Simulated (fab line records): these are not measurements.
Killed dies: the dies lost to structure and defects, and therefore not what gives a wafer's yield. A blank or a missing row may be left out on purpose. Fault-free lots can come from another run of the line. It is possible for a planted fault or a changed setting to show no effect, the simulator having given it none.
fab line records    flow berkeley_cmos170
record lots=15  wafers=45  last_day=11
route steps=331 shown SPACER@171
lots untouched by any fault: they come from a run of this same line in which no faults occurred
start_h: start of the lot's first displayed wafer, in hours after the record's first day    wait_h: how many hours have passed since the lot's step before this one    " repeats the value in the row above    L1.1+2: a row that stands for several wafers    - value missing, or start not given    * or withheld: withheld    < > ~ a bound
route shown NAME@n: names a module that has steps shown in the file, with the first one's number in the route    usual: mean and standard deviation over wafers with no fault    same: alike in all rows    chamber/n: place in a boat    sites: the reading at each site    _std_site: how widely they spread, as a standard deviation    _edge_site: the outer-site mean with the inner-site mean subtracted    radius_mm: for every site, how far away it sits from the centre of the wafer    mask NAME#n: copy n    behind: the most recent tool/chamber to have shaped the wafer    hold: why the lot was held/for how many hours/how that ended    device: which transistor (n, p or np) failed to switch    end of line: the route-end tests of the same wafers    where a step has no rows: the recipe by itself    killed: the dies lost at the first sort to structure and to defects; this is not the yield of the wafer    map: dies across one wafer; x = killed, . = not, _ = none there
set.NAME: the run value of the setting; set.NAME@STEP: its run value at that earlier step    model.NAME: the simulator's own value behind a step, which no gauge read
steps of the route over a sample of lots; a table a step, a row a wafer
services: from which hour (start_h, from the record's first day; less than 0 if before it) a tool's chamber was out of use, for how many hours, and why
## steps
# step UCB170_SPACER_CVD_00
# recipe material=SiO2  target_thk_nm=376  temp_c=390  precursor=TEOS/O2  time_s=47  rf_w=550  pressure_mtorr=9000
# usual heater_power_w=280/57
lot.wafer  tool      chamber  start_h  wait_h  heater_power_w
L647.1     pecvd-04  2        128.75   0.0     358
L647.4     "         0        "        "       204
L647.5     "         2        "        "       254
L649.3     pecvd-04  0        142.43   0.0     259
L649.4     "         2        "        "       304
L649.5     "         1        "        "       303
L652.2     pecvd-03  0        142.43   0.0     326
L652.4     "         0        "        "       342
L652.6     "         1        "        "       147
L650.2     pecvd-04  0        142.78   0.0     231
L650.4     "         1        "        "       216
L650.5     "         2        "        "       323
L651.1     pecvd-03  1        144.04   0.0     232
L651.2     "         0        "        "       274
L651.4     "         2        "        "       250
L653.2     pecvd-04  0        153.52   0.0     293
L653.4     "         1        "        "       216
L653.5     "         0        "        "       200
L655.1     pecvd-04  2        166.74   0.0     344
L655.3     "         1        "        "       289
L655.4     "         1        "        "       288
L657.2     pecvd-02  0        176.62   0.0     265
L657.4     "         0        "        "       280
L657.6     "         2        "        "       301
L661.2     pecvd-02  0        191.67   0.0     278
L661.3     "         2        "        "       364
L661.6     "         2        "        "       259
L662.4     pecvd-02  1        203.87   0.0     284
L662.5     "         2        "        "       313
L662.6     "         0        "        "       275
L663.3     pecvd-03  1        204.41   0.0     185
L663.4     "         1        "        "       196
L663.5     "         0        "        "       294
L665.1     pecvd-02  0        227.06   0.0     232
L665.4     "         2        "        "       368
L665.5     "         0        "        "       257
L666.2     pecvd-03  2        227.33   0.0     223
L666.4     "         1        "        "       232
L666.5     "         2        "        "       236
L668.3     pecvd-03  2        235.11   0.0     205
L668.4     "         2        "        "       218
L668.6     "         0        "        "       322
L669.1     pecvd-04  0        235.48   0.0     237
L669.2     "         2        "        "       330
L669.5     "         1        "        "       305
# step UCB170_SPACER_THK_MEAS_01
# recipe reads=SiO2_of_SPACER_CVD_00
# usual SPACER_TEOS_THK=377/4.8
lot.wafer  tool           chamber  start_h  wait_h  SPACER_TEOS_THK[nm]
L647.1     film_metro-04  -        128.79   0.0     377
L647.4     "              -        "        "       380
L647.5     "              -        "        "       382
L652.2     film_metro-04  -        142.48   0.0     376
L652.4     "              -        "        "       378
L652.6     "              -        "        "       373
L649.3     film_metro-01  -        142.49   0.0     376
L649.4     "              -        "        "       380
L649.5     "              -        "        "       379
L650.2     film_metro-03  -        142.84   0.0     418
L650.4     "              -        "        "       424
L650.5     "              -        "        "       425
L651.1     film_metro-04  -        144.08   0.0     367
L651.2     "              -        "        "       370
L651.4     "              -        "        "       379
L653.2     film_metro-01  -        153.58   0.0     426
L653.4     "              -        "        "       430
L653.5     "              -        "        "       432
L655.1     film_metro-04  -        166.78   0.0     418
L655.3     "              -        "        "       421
L655.4     "              -        "        "       419
L657.2     film_metro-01  -        176.67   0.0     372
L657.4     "              -        "        "       375
L657.6     "              -        "        "       373
L661.2     film_metro-04  -        191.72   0.0     375
L661.3     "              -        "        "       371
L661.6     "              -        "        "       377
L662.4     film_metro-03  -        203.92   0.0     377
L662.5     "              -        "        "       372
L662.6     "              -        "        "       377
L663.3     film_metro-01  -        204.47   0.0     372
L663.4     "              -        "        "       377
L663.5     "              -        "        "       379
L665.1     film_metro-01  -        227.12   0.0     372
L665.4     "              -        "        "       375
L665.5     "              -        "        "       374
L666.2     film_metro-01  -        227.38   0.0     375
L666.4     "              -        "        "       376
L666.5     "              -        "        "       381
L668.3     film_metro-01  -        235.17   0.0     370
L668.4     "              -        "        "       382
L668.6     "              -        "        "       373
L669.1     film_metro-03  -        235.53   0.0     375
L669.2     "              -        "        "       372
L669.5     "              -        "        "       382
# step UCB170_SPACER_ETCHBACK_03
# recipe stop_on=Si  target=SiO2  chemistry=CHF3/CF4/Ar  CHF3_flow_sccm=50  cf4_flow_sccm=10  Ar_flow_sccm=120  pressure_mtorr=200  rf_w=500  target_depth_a=3760  time_s=100
# usual drypump_motor_current_A=5.8/0.47  oes_product_au=0.901/0.017  throttle_valve_pct=6.48/0.11
lot.wafer  tool         chamber  start_h  wait_h  drypump_motor_current_A  oes_product_au  rf_hours_counter_h  throttle_valve_pct
L647.1     rie_diel-01  3        133.25   0.0     6.0                      0.911           40                  6.44
L647.4     "            2        "        "       5.3                      0.905           13                  6.54
L647.5     "            2        "        "       5.3                      0.914           -                   6.53
L649.3     rie_diel-01  3        145.20   0.0     5.9                      0.919           40                  6.45
L649.4     "            2        "        "       5.3                      0.903           14                  6.53
L649.5     "            3        "        "       5.9                      0.916           -                   6.45
L652.2     rie_diel-03  2        145.20   0.0     6.6                      0.914           30                  6.70
L652.4     "            1        "        "       5.6                      0.880           127                 6.51
L652.6     "            0        "        "       6.0                      0.889           -                   6.55
L650.2     rie_diel-02  3        145.28   0.1     5.7                      0.980           18                  6.58
L650.4     "            0        "        "       5.1                      0.991           18                  6.39
L650.5     "            2        "        "       6.7                      0.960           -                   6.32
L651.1     rie_diel-01  0        147.24   0.0     5.6                      0.870           124                 6.31
L651.2     "            1        "        "       5.8                      0.910           6                   6.45
L651.4     "            3        "        "       6.0                      0.917           41                  6.44
L653.2     rie_diel-01  3        155.42   0.0     6.0                      0.995           41                  6.45
L653.4     "            0        "        "       5.6                      0.970           125                 6.31
L653.5     "            2        "        "       5.3                      0.999           -                   6.55
L655.1     rie_diel-01  2        170.72   0.0     5.3                      0.972           15                  6.55
L655.3     "            0        "        "       5.6                      0.959           125                 6.31
L655.4     "            3        "        "       6.0                      0.984           42                  6.43
L657.2     rie_diel-02  3        180.42   0.0     5.7                      0.898           20                  6.57
L657.4     "            2        "        "       6.7                      0.874           85                  6.30
L657.6     "            2        "        "       6.7                      0.872           -                   6.31
L661.2     rie_diel-01  3        197.47   0.0     6.0                      0.914           43                  6.43
L661.3     "            0        "        "       5.6                      0.869           127                 6.33
L661.6     "            1        "        "       5.8                      0.907           -                   6.43
L662.4     rie_diel-01  0        208.60   0.0     5.6                      0.897           127                 6.31
L662.5     "            2        "        "       5.3                      0.889           -                   6.53
L662.6     "            1        "        "       5.8                      0.920           -                   6.45
L663.3     rie_diel-03  2        208.60   0.0     6.6                      0.909           32                  6.69
L663.4     "            1        "        "       5.6                      0.874           129                 6.48
L663.5     "            2        "        "       6.5                      0.913           -                   6.69
L665.1     rie_diel-01  1        232.40   0.0     5.8                      0.918           10                  6.44
L665.4     "            2        "        "       5.3                      0.904           18                  6.53
L665.5     "            0        "        "       5.6                      0.882           -                   6.33
L666.2     rie_diel-03  2        232.40   0.0     6.6                      0.912           33                  6.69
L666.4     "            1        "        "       5.6                      0.880           130                 6.48
L666.5     "            3        "        "       5.5                      0.917           -                   6.52
L668.3     rie_diel-01  2        240.24   0.0     5.3                      0.890           18                  6.54
L668.4     "            2        "        "       5.3                      0.924           -                   6.54
L668.6     "            3        "        "       5.9                      0.899           -                   6.43
L669.1     rie_diel-03  3        240.24   0.0     5.5                      0.905           44                  6.52
L669.2     "            0        "        "       6.0                      0.890           115                 6.55
L669.5     "            2        "        "       6.6                      0.921           -                   6.69
## services
tool         chamber  start_h  hours  kind
pecvd-03     2        114.57   8.2    repair
rie_diel-03  2        125.00   7.5    repair
pecvd-02     -        135.50   14.0   pm
pecvd-02     0        135.50   14.0   vent_cycle
pecvd-02     1        135.50   14.0   vent_cycle
pecvd-02     2        135.50   14.0   vent_cycle
rie_diel-01  -        139.84   1.0    repair
pecvd-02     0        149.50   -      clean
pecvd-02     1        149.50   -      clean
pecvd-02     2        149.50   -      clean
rie_diel-03  3        169.67   10.1   repair
rie_diel-03  3        180.94   9.5    repair
pecvd-02     0        182.62   5.2    repair
rie_diel-02  1        184.35   15.8   repair
rie_diel-03  -        197.09   3.0    repair
pecvd-04     -        207.29   4.3    pm
pecvd-04     -        211.62   2.8    pm
pecvd-02     0        239.92   5.8    repair
## key
first_sign step=UCB170_SPACER_THK_MEAS_01  reading=SPACER_TEOS_THK  direction=up  sigmas=9.8  usual=377  struck=424
effect step=UCB170_SPACER_ETCHBACK_03  reading=oes_product_au  direction=up  sigmas=4.5  usual=0.901  struck=0.979
met_at UCB170_SPACER_CVD_00
struck_lots L650,L653,L655
later_rows_left_out L653.2
sort_left_out L650.2,L650.4,L650.5,L653.2,L653.4,L653.5,L655.1,L655.3,L655.4
tester_left_out L650,L653,L655
onset_between 142.43 142.78
fault kind=process_parameter_drift  tool=pecvd-04  chamber=-  onset_h=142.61  steps=UCB170_SPACER_CVD_00  channel=target_thk_nm  offset=45.12  shape=step  end_h=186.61  acts_in=these_recipes_only  stated=376
# tester_left_out: of these lots the tester's yield and bins aren't shown, on N5 and GAA mostly nor the transistor test; their killed dies are dies lost to structure and defects alone, not to doping, threshold or leakage, so they don't give the yield
# sort_left_out: the simulated sort isn't trusted on such a fault, so these wafers' sort isn't shown, and their yield isn't known
# later_rows_left_out: the simulator's readings of these wafers behind a module that went badly wrong aren't trusted and aren't shown, but for the sort
